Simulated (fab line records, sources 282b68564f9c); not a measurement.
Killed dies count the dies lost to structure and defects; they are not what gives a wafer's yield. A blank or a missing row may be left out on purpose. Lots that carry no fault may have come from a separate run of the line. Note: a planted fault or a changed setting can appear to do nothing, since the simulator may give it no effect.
Which of the tools did it? | flow ritCmos | 6 lots, 18 wafers sampled, at 2 steps of a route of 202

WHAT THE GAUGES SHOWED, per wafer
RIT_M1_RS_MEAS_01: a four-point-probe measurement.
lot  | measured    | on           | M1_AL_RS (ohm/sq)
L806 | day 3 11:51 | filmMetro-04 | 0.0728 0.0740 0.0740
L808 | day 3 21:07 | filmMetro-01 | 0.0739 0.0743 0.0747
L810 | day 4 08:04 | filmMetro-01 | 0.0725 0.0725 0.0727
L815 | day 5 09:17 | filmMetro-01 | 0.0733 0.0724 0.0732
L821 | day 6 15:26 | filmMetro-02 | 0.0727 0.0729 0.0719
L826 | day 7 20:23 | filmMetro-04 | 0.0750 0.0745 0.0745

WHICH TOOL RAN EACH LOT (tool, then ch and the chambers of the sampled wafers, then the start)
lot  | RIT_M1_SPUTTER_00
L806 | pvdSputter-01, day 3 11:32
L808 | pvdSputter-01, day 3 20:48
L810 | pvdSputter-03, day 4 07:47
L815 | pvdSputter-04, day 5 08:59
L821 | pvdSputter-04, day 6 15:08
L826 | pvdSputter-04, day 7 20:05
- RIT_M1_SPUTTER_00: material Al, target thk 400 nm, time 500 s.

THE ANSWER, worked out from the rows above alone
Rule: the usual values come from the lots themselves. Put in order of their means at a reading, lots are off if they are a third of the lots or fewer, leave a main group of 4 or more, and stand apart from it by a gap of 3 or more times the standard deviation of the main group's means; of several such gaps the widest counts. If all means in a main group match to the digits the tables above print for the reading, that group is not used. A lot without any number at a reading at which 4 lots or more have one is off too. All remaining lots with rows at the step are treated as sound.
Nothing can be told from this: no lot is off at any reading shown.

WHAT THE SIMULATOR HAD PUT IN
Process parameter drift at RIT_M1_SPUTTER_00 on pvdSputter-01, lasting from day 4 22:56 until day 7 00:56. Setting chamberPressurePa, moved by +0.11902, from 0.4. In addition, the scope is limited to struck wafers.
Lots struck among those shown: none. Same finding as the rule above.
